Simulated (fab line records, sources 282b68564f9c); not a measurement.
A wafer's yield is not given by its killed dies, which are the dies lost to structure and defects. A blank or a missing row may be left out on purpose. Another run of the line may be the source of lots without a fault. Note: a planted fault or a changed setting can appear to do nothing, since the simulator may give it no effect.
fab line records ; flow rit_cmos
record lots=5; wafers=15; last_day=7
route steps=202 shown PRETRO@72 GATE@75 FOX2@80
lots untouched by any fault: they come from a run of this same line in which no faults occurred
start_h: the number of hours between the record's first day and the start of the first shown wafer of the lot ; wait_h: hours from the lot's prior step to this one ; " unchanged from the row above ; L1.1+2: one row covering several wafers at once ; - no value, or no start given ; * or withheld: withheld ; < > ~ a bound
route shown NAME@n: NAME is a module with steps in the file, n the number in the route of the first one ; usual: the fault-free wafers' mean and standard deviation ; same: alike in all rows ; chamber/n: place in a boat ; sites: the reading at each site ; _std_site: standard deviation across them ; _edge_site: mean of outer sites minus mean of inner sites ; radius_mm: how far each site lies from the wafer's centre ; mask NAME#n: copy n ; behind: the most recent tool/chamber to have shaped the wafer ; hold: the reason the lot was held/the length of the hold in hours/how it ended ; device: transistor that didn't switch, given as n, p or np ; end of line: the route-end tests of the same wafers ; a step given without rows: its recipe and nothing more ; killed: at the first sort, the dies lost to defects and structure; wafer yield is something else ; map: a wafer's dies, x killed, . not, _ none there
set.NAME: the run value of the setting; set.NAME@STEP: its run value at that earlier step ; model.NAME: the simulator's own value behind a step, which no gauge read
lots seen at some steps along the route; tables by step, rows by wafer
services: when a tool's chamber went out of use (start_h, in hours from the record's first day, below 0 if earlier), for how many hours, and the reason
## steps
# step RIT_PRETRO_IMPLANT_08
# recipe species=B; energy_kev=45; dose_cm2=1.2e+13; tilt_deg=7
# step RIT_PRETRO_STRIP_09
# recipe chemistry=O2; time_s=180; resist=NOVOLAK; platen_temp_c=withheld; power_w=500; pressure_mtorr=4000; o2_flow_sccm=4000
# usual drypump_motor_current_A=5.9/0.36
lot.wafer;tool;chamber;start_h;wait_h;drypump_motor_current_A;rf_hours_counter_h
L847.1;plasma_asher-01;0;37.44;0.1;5.6;37
L847.2;plasma_asher-01;1;37.44;0.1;5.7;37
L847.4;plasma_asher-01;1;37.44;0.1;5.7;-
L856.2;plasma_asher-04;0;81.34;0.1;5.7;43
L856.3;plasma_asher-04;0;81.34;0.1;5.7;-
L856.6;plasma_asher-04;1;81.34;0.1;6.7;-
L862.1;plasma_asher-04;0;107.73;0.1;5.8;47
L862.4;plasma_asher-04;0;107.73;0.1;5.7;-
L862.5;plasma_asher-04;0;107.73;0.1;5.8;-
L863.1;plasma_asher-03;0;113.69;0.1;5.7;46
L863.4;plasma_asher-03;1;113.69;0.1;6.0;-
L863.5;plasma_asher-03;0;113.69;0.1;5.7;-
L869.1;plasma_asher-03;0;146.06;0.1;5.6;50
L869.2;plasma_asher-03;1;146.06;0.1;6.0;50
L869.3;plasma_asher-03;0;146.06;0.1;5.7;-
# step RIT_PRETRO_TW_MEAS_10
# usual PRETRO_TW=475/6.2
lot.wafer;tool;chamber;start_h;wait_h;PRETRO_TW
L847.1;film_metro-03;-;37.62;0.1;475
L847.2;film_metro-03;-;37.62;0.1;475
L847.4;film_metro-03;-;37.62;0.1;474
L856.2;film_metro-04;-;81.52;0.1;477
L856.3;film_metro-04;-;81.52;0.1;481
L856.6;film_metro-04;-;81.52;0.1;475
L862.1;film_metro-03;-;107.91;0.1;482
L862.4;film_metro-03;-;107.91;0.1;482
L862.5;film_metro-03;-;107.91;0.1;483
L863.1;film_metro-04;-;113.86;0.1;475
L863.4;film_metro-04;-;113.86;0.1;476
L863.5;film_metro-04;-;113.86;0.1;478
L869.1;film_metro-03;-;146.23;0.1;483
L869.2;film_metro-03;-;146.23;0.1;483
L869.3;film_metro-03;-;146.23;0.1;482
# step RIT_GATE_WET_ETCH_00
# recipe chemistry=BOE; target=SiO2; target_depth_nm=56; time_s=60; dry=n2_spin; dilution=10:1; temp_c=21.5
# step RIT_GATE_CLEAN_01
# recipe chemistry=SC1; mix=3:3:50; time_s=600; temp_c=75
# step RIT_GATE_CLEAN_02
# recipe chemistry=dHF; dilution=50:1; time_s=30
# step RIT_GATE_CLEAN_03
# recipe chemistry=SC2; mix=3:3:50; time_s=600; temp_c=75; dry=n2_spin
# step RIT_GATE_CLEAN_04
# recipe chemistry=dHF; dilution=50:1; time_s=60; dry=n2_spin
# step RIT_FOX2_THK_MEAS_91
# recipe reads=SiO2_of_FOX2_OXIDATION_00
# usual FIELD_OXIDE_LEFT_2_THK=255/6.2
lot.wafer;tool;chamber;start_h;wait_h;FIELD_OXIDE_LEFT_2_THK[nm]
L847.1;film_metro-04;-;38.11;0.0;242
L847.2;film_metro-04;-;38.11;0.0;245
L847.4;film_metro-04;-;38.11;0.0;248
L856.2;film_metro-04;-;82.01;0.0;258
L856.3;film_metro-04;-;82.01;0.0;254
L856.6;film_metro-04;-;82.01;0.0;254
L862.1;film_metro-04;-;108.39;0.0;250
L862.4;film_metro-04;-;108.39;0.0;256
L862.5;film_metro-04;-;108.39;0.0;253
L863.1;film_metro-04;-;114.39;0.0;266
L863.4;film_metro-04;-;114.39;0.0;256
L863.5;film_metro-04;-;114.39;0.0;266
L869.1;film_metro-04;-;146.71;0.0;253
L869.2;film_metro-04;-;146.71;0.0;253
L869.3;film_metro-04;-;146.71;0.0;251
# step RIT_GATE_OXIDATION_05
# recipe temp_c=900; ambient=O2; target_thk_a=30; ox_time_s=270
# step RIT_GATE_ANNEAL_06
# recipe temp_c=900; time_s=600; ambient=N2O
# step RIT_GATE_THK_MEAS_07
# recipe reads=SiO2_of_GATE_OXIDATION_05
# usual GATE_OXIDE_THK=2.98/0.058
lot.wafer;tool;chamber;start_h;wait_h;GATE_OXIDE_THK[nm]
L847.1;film_metro-04;-;45.12;0.0;2.95
L847.2;film_metro-04;-;45.12;0.0;2.89
L847.4;film_metro-04;-;45.12;0.0;3.04
L856.2;film_metro-02;-;83.74;0.0;3.00
L856.3;film_metro-02;-;83.74;0.0;2.97
L856.6;film_metro-02;-;83.74;0.0;2.93
L862.1;film_metro-04;-;110.64;0.0;3.01
L862.4;film_metro-04;-;110.64;0.0;2.98
L862.5;film_metro-04;-;110.64;0.0;2.97
L863.1;film_metro-04;-;115.81;0.0;2.97
L863.4;film_metro-04;-;115.81;0.0;3.00
L863.5;film_metro-04;-;115.81;0.0;2.98
L869.1;film_metro-04;-;148.09;0.0;3.09
L869.2;film_metro-04;-;148.09;0.0;3.06
L869.3;film_metro-04;-;148.09;0.0;3.10
# step RIT_GATE_CVD_08
# recipe material=poly-Si; target_thk_nm=250; temp_c=610; precursor=SiH4; time_s=2220; pressure_mtorr=300; sih4_flow_sccm=100
lot.wafer;tool;chamber;start_h;wait_h;model.poly-Si_of_GATE_CVD_08.thk_nm
L847.1;lpcvd-01;0;46.34;1.2;247.9
L847.2;lpcvd-01;0;46.34;1.2;248
L847.4;lpcvd-01;0;46.34;1.2;244.8
L856.2;lpcvd-01;0;84.79;1.0;369.7
L856.3;lpcvd-01;0;84.79;1.0;370.8
L856.6;lpcvd-01;0;84.79;1.0;372.5
L862.1;lpcvd-02;1;110.70;0.1;244.3
L862.4;lpcvd-02;1;110.70;0.1;243.8
L862.5;lpcvd-02;1;110.70;0.1;243.5
L863.1;lpcvd-02;1;115.87;0.1;251.8
L863.4;lpcvd-02;1;115.87;0.1;250.3
L863.5;lpcvd-02;1;115.87;0.1;251.3
L869.1;lpcvd-02;1;148.53;0.4;250
L869.2;lpcvd-02;1;148.53;0.4;249.7
L869.3;lpcvd-02;1;148.53;0.4;249.4
# step RIT_GATE_THK_MEAS_09
# recipe reads=poly-Si_of_GATE_CVD_08
# usual GATE_POLY_THK=249.8/2.5
lot.wafer;tool;chamber;start_h;wait_h;GATE_POLY_THK[nm]
L847.1;film_metro-04;-;47.96;0.0;248.0
L847.2;film_metro-04;-;47.96;0.0;248.1
L847.4;film_metro-04;-;47.96;0.0;244.9
L856.2;film_metro-01;-;86.41;0.0;369.6
L856.3;film_metro-01;-;86.41;0.0;371.3
L856.6;film_metro-01;-;86.41;0.0;372.6
L862.1;film_metro-04;-;112.32;0.0;244.0
L862.4;film_metro-04;-;112.32;0.0;243.7
L862.5;film_metro-04;-;112.32;0.0;243.5
L863.1;film_metro-01;-;117.49;0.0;251.4
L863.4;film_metro-01;-;117.49;0.0;250.1
L863.5;film_metro-01;-;117.49;0.0;251.3
L869.1;film_metro-04;-;150.15;0.0;250.1
L869.2;film_metro-04;-;150.15;0.0;249.7
L869.3;film_metro-04;-;150.15;0.0;249.2
# step RIT_GATE_HMDS_10
# recipe prime_time_s=60; prime_temp_c=140
# step RIT_GATE_COAT_11
# recipe resist=NOVOLAK; spin_rpm=4250; resist_thk_nm=850
# step RIT_GATE_SOFTBAKE_12
# recipe resist=NOVOLAK; temp_c=90; time_s=60
# step RIT_GATE_EXPOSE_13
# recipe mask_id=M6; na=0.6; source_shape=conventional; sigma_outer=0.6; target_cd_nm=150; dose_mj=380
# step RIT_GATE_PEB_14
# recipe resist=NOVOLAK; temp_c=withheld; time_s=withheld
# step RIT_GATE_DEVELOP_15
# recipe resist=NOVOLAK; develop_time_s=50; dev_temp_c=23
# step RIT_GATE_CD_MEAS_16
# recipe target_cd_nm=150
# usual cd_nm=148/3
lot.wafer;tool;chamber;start_h;wait_h;cd_nm
L847.1;cd_sem-02;-;48.87;-;144
L847.2;cd_sem-02;-;48.87;-;147
L847.4;cd_sem-02;-;48.87;-;147
L856.2;cd_sem-02;-;87.47;-;146
L856.3;cd_sem-02;-;87.47;-;149
L856.6;cd_sem-02;-;87.47;-;148
L862.1;cd_sem-02;-;113.29;-;146
L862.4;cd_sem-02;-;113.29;-;147
L862.5;cd_sem-02;-;113.29;-;146
L863.1;cd_sem-01;-;118.52;-;148
L863.4;cd_sem-01;-;118.52;-;146
L863.5;cd_sem-01;-;118.52;-;147
L869.1;cd_sem-01;-;151.10;-;152
L869.2;cd_sem-01;-;151.10;-;153
L869.3;cd_sem-01;-;151.10;-;151
# step RIT_GATE_OVL_MEAS_17
# usual GATE_OVL=0.6/1.5
lot.wafer;tool;chamber;start_h;wait_h;GATE_OVL[nm]
L847.1;overlay-02;-;48.99;0.1;1.4
L847.2;overlay-02;-;48.99;0.1;-0.4
L847.4;overlay-02;-;48.99;0.1;-0.6
L856.2;overlay-01;-;87.58;0.1;1.2
L856.3;overlay-01;-;87.58;0.1;1.1
L856.6;overlay-01;-;87.58;0.1;3.6
L862.1;overlay-01;-;113.41;0.1;0.8
L862.4;overlay-01;-;113.41;0.1;0.5
L862.5;overlay-01;-;113.41;0.1;1.6
L863.1;overlay-01;-;118.64;0.1;-0.8
L863.4;overlay-01;-;118.64;0.1;-0.2
L863.5;overlay-01;-;118.64;0.1;0.8
L869.1;overlay-02;-;151.22;0.1;1.5
L869.2;overlay-02;-;151.22;0.1;0.7
L869.3;overlay-02;-;151.22;0.1;0.1
# step RIT_GATE_HARDBAKE_18
# recipe resist=NOVOLAK; temp_c=140; time_s=60
# step RIT_GATE_ETCH_19
# recipe chemistry=SF6/CHF3/O2; time_s=165; SF6_flow_sccm=30; CHF3_flow_sccm=30; O2_flow_sccm=5; target=poly-Si; pressure_mtorr=40; rf_w=160; target_depth_a=3125; over_etch_frac=0.25; stop_on=SiO2
# usual drypump_motor_current_A=5.97/0.28; oes_product_au=0.850/0.011; throttle_valve_pct=10.25/0.14
lot.wafer;tool;chamber;start_h;wait_h;drypump_motor_current_A;oes_product_au;rf_hours_counter_h;throttle_valve_pct;model.GATE.feature_depth_nm;model.etch.depth_nm
L847.1;rie_si-02;2;49.18;0.1;5.67;0.848;1;10.30;247.9;247.9
L847.2;rie_si-02;1;49.18;0.1;5.92;0.834;39;10.41;248;248
L847.4;rie_si-02;0;49.18;0.1;6.17;0.841;77;10.25;244.8;244.8
L856.2;rie_si-01;3;87.76;0.1;5.42;1.018;111;10.05;311.9;311.9
L856.3;rie_si-01;2;87.76;0.1;6.31;0.983;3;10.24;310.7;310.7
L856.6;rie_si-01;3;87.76;0.1;5.41;1.003;-;10.05;313.3;313.3
L862.1;rie_si-01;3;113.59;0.1;5.43;0.843;111;10.05;244.3;244.3
L862.4;rie_si-01;0;113.59;0.1;6.12;0.831;-;9.96;243.8;243.8
L862.5;rie_si-01;3;113.59;0.1;5.44;0.844;-;10.04;243.5;243.5
L863.1;rie_si-02;3;118.83;0.1;6.10;0.861;0;10.44;251.8;251.8
L863.4;rie_si-02;0;118.83;0.1;6.22;0.853;77;10.25;250.3;250.3
L863.5;rie_si-02;0;118.83;0.1;6.20;0.854;-;10.24;251.3;251.3
L869.1;rie_si-02;2;151.41;0.1;5.67;0.856;2;10.27;250;250
L869.2;rie_si-02;0;151.41;0.1;6.14;0.836;78;10.25;249.7;249.7
L869.3;rie_si-02;3;151.41;0.1;6.08;0.849;1;10.44;249.4;249.4
# step RIT_GATE_STRIP_20
# recipe chemistry=O2; time_s=180; resist=NOVOLAK; platen_temp_c=withheld; power_w=500; pressure_mtorr=4000; o2_flow_sccm=4000
# usual drypump_motor_current_A=5.82/0.24
lot.wafer;tool;chamber;start_h;wait_h;drypump_motor_current_A;rf_hours_counter_h
L847.1;plasma_asher-03;0;49.29;0.1;5.65;37
L847.2;plasma_asher-03;1;49.29;0.1;5.99;37
L847.4;plasma_asher-03;0;49.29;0.1;5.66;-
L856.2;plasma_asher-03;0;87.87;0.1;5.67;42
L856.3;plasma_asher-03;0;87.87;0.1;5.65;-
L856.6;plasma_asher-03;0;87.87;0.1;5.69;-
L862.1;plasma_asher-02;1;113.70;0.1;5.68;35
L862.4;plasma_asher-02;0;113.70;0.1;6.34;-
L862.5;plasma_asher-02;1;113.70;0.1;5.68;-
L863.1;plasma_asher-03;0;118.94;0.1;5.63;47
L863.4;plasma_asher-03;1;118.94;0.1;5.97;-
L863.5;plasma_asher-03;0;118.94;0.1;5.68;-
L869.1;plasma_asher-02;0;151.52;0.1;6.37;39
L869.2;plasma_asher-02;1;151.52;0.1;5.70;39
L869.3;plasma_asher-02;1;151.52;0.1;5.72;-
## services
tool;chamber;start_h;hours;kind
lpcvd-01;-;24.17;0.5;repair
plasma_asher-03;-;43.92;2.2;repair
lpcvd-02;-;45.15;2.8;pm
plasma_asher-04;-;57.13;14.6;pm
rie_si-02;3;64.89;-;clean
rie_si-02;3;64.89;15.9;scheduled_down
rie_si-02;3;64.89;15.9;vent_cycle
rie_si-01;0;67.43;24.0;repair
rie_si-01;3;74.38;10.1;repair
plasma_asher-01;-;80.55;13.0;repair
rie_si-01;1;91.48;-;clean
rie_si-01;1;91.48;29.1;scheduled_down
rie_si-01;1;91.48;29.1;vent_cycle
rie_si-01;3;99.39;11.3;repair
plasma_asher-01;-;108.75;9.0;pm
plasma_asher-01;0;108.75;9.0;vent_cycle
plasma_asher-01;1;108.75;9.0;vent_cycle
plasma_asher-01;0;117.75;-;clean
plasma_asher-01;1;117.75;-;clean
rie_si-02;-;134.64;2.8;pm
plasma_asher-03;-;145.20;0.4;repair
## key
first_sign step=RIT_GATE_THK_MEAS_09; reading=GATE_POLY_THK; direction=up; sigmas=49; usual=249.8; struck=371.2
effect step=RIT_GATE_ETCH_19; reading=oes_product_au; direction=up; sigmas=13; usual=0.850; struck=1.002
model_effect step=RIT_GATE_CVD_08; value=poly-Si_of_GATE_CVD_08.thk_nm; without=249.9; struck=371
model_effect step=RIT_GATE_ETCH_19; value=GATE.feature_depth_nm; without=249.9; struck=312
met_at RIT_GATE_CVD_08
struck_wafers L856.2,L856.3,L856.6
later_rows_left_out L856.2,L856.3,L856.6
sort_left_out L856.2,L856.3,L856.6
tester_left_out L856
onset_between 46.34 84.79
fault kind=process_parameter_drift; tool=lpcvd-01; chamber=0; onset_h=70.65; steps=RIT_GATE_CVD_08; channel=target_thk_nm; offset=121.13; shape=step; end_h=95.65; acts_in=these_recipes_only; stated=250
# tester_left_out: of these lots the tester's yield and bins aren't shown, on N5 and GAA mostly nor the transistor test; their killed dies are dies lost to structure and defects alone, not to doping, threshold or leakage, so they don't give the yield
# sort_left_out: the simulated sort isn't trusted on such a fault, so these wafers' sort isn't shown, and their yield isn't known
# later_rows_left_out: the simulator's readings of these wafers behind a module that went badly wrong aren't trusted and aren't shown, but for the sort
